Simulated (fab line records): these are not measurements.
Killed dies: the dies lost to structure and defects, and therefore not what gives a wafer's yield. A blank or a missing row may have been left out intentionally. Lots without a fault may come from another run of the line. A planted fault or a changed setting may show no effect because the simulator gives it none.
A lot that was struck, set against a sound lot :: flow berkeleyCmos170 :: 19 out of 331 route steps
Sound: wafers L355.1, L355.3, L355.5. Wafers L358.1, L358.4, L358.5 were the ones struck. The cause is named last.
Order at every step that has rows: each side's tool, ch and its chambers, its first start. Under that, the readings that differ: sound wafers :: struck wafers :: difference of the means :: sigmas: that difference in standard deviations of wafers without a fault.
alike: readings whose means differ by less than 2 such deviations, and words and numbers that are the same on both sides. not compared: withheld readings, readings that some wafer has no value for, bounds like >300 that may hide the same value, and numbers for which the record gives no deviation and whose values overlap.
A row with sigmas, a row that says differs or no value, or rows on one side alone: a step with any of these is where the two part. When numbers do not overlap yet have no deviation, they are printed without sigmas and do not part them. A reading that every wafer of one side lacks parts them only if that side has two wafers or more.

first, 1 step without rows for these wafers: UCB170_M3_PRE_CLEAN_00 (preclean etch time 60 s).
UCB170_M3_SPUTTER_01: material Al, target thk 900 nm, time 120 s.
  sound: pvdSputter-04 at day 9 00:32; struck: pvdSputter-02 at day 9 16:08
  alike: throttleValvePct
UCB170_M3_RS_MEAS_02: measurement is done with a four-point probe.
  sound: filmMetro-04 at day 9 00:37; struck: filmMetro-02 at day 9 16:13
  alike: M3_AL_RS
UCB170_M3_THK_MEAS_03: measures by xrf.
  sound: filmMetro-04 at day 9 00:44; struck: filmMetro-02 at day 9 16:20
  alike: M3_AL_THK
then, 3 steps without rows for these wafers: UCB170_M3_HMDS_04 (prime time 60 s); UCB170_M3_COAT_05 (resist thk 900 nm); UCB170_M3_SOFTBAKE_06 (time 60 s).
UCB170_M3_STRIP_07: strips in O2.
  sound on plasmaAsher-01 ch 0,1, day 9 01:15; struck on plasmaAsher-03 ch 0,1, day 9 17:02
reading: drypumpMotorCurrentA (A)
sound: 5.35 5.32 5.32
struck: 5.99 5.99 5.97
difference: +0.65
sigmas: +3

reading: stripTimeToEndpointS (s)
sound: 21.94 21.91 21.96
struck: 22.09 22.08 22.05
difference: +0.14
sigmas: +2
  alike: oesProductAu
  not compared: rfHoursCounterH
then, 4 steps without rows for these wafers: UCB170_M3_STRIP_08 (strips KrF in DMSO, time 600 s); UCB170_M3_COAT_09; UCB170_M3_COAT_10 (resist thk 900 nm); UCB170_M3_SOFTBAKE_11 (time 60 s).
UCB170_M3_EXPOSE_12: exposes mask METAL3, target cd 700 nm.
  sound on krfScanner-02 ch 0, day 9 02:15; struck on krfScanner-02 ch 0, day 9 17:53
reading: model.M3.overlayXNm (nm)
sound: -0.9293 -0.9293 -0.9293
struck: 85.01 85.01 85.01
difference: +85.94
sigmas: 
  alike: mask
then, 2 steps without rows for these wafers: UCB170_M3_PEB_13; UCB170_M3_DEVELOP_14 (develop time 45 s).
UCB170_M3_CD_MEAS_15: the cd target is 700 nm.
  sound: cdSem-01 at day 9 02:38; struck: cdSem-02 at day 9 18:34
  alike: cdNm
UCB170_M3_OVL_MEAS_16:
  sound: overlay-01 at day 9 02:46; struck: overlay-01 at day 9 18:41
reading: M3_OVL (nm)
sound: 4 -1 4
struck: 80 90 86
difference: +83
sigmas: +15
UCB170_M3_ETCH_17: etches BARC in N2/H2.
  sound on rieDiel-03 ch 1,2,3, day 9 02:47; struck on rieDiel-03 ch 0,2,3, day 9 18:44
  alike: drypumpMotorCurrentA, oesProductAu, throttleValvePct
next, for these wafers, 1 step has no rows: UCB170_M3_PROBE_99.

== WHERE THEY PART ==
Last at UCB170_M3_OVL_MEAS_16 as far as this record goes, first at UCB170_M3_STRIP_07. Later steps at which nothing parts them and some readings are alike: UCB170_M3_ETCH_17.

WHY: the cause the simulator had injected
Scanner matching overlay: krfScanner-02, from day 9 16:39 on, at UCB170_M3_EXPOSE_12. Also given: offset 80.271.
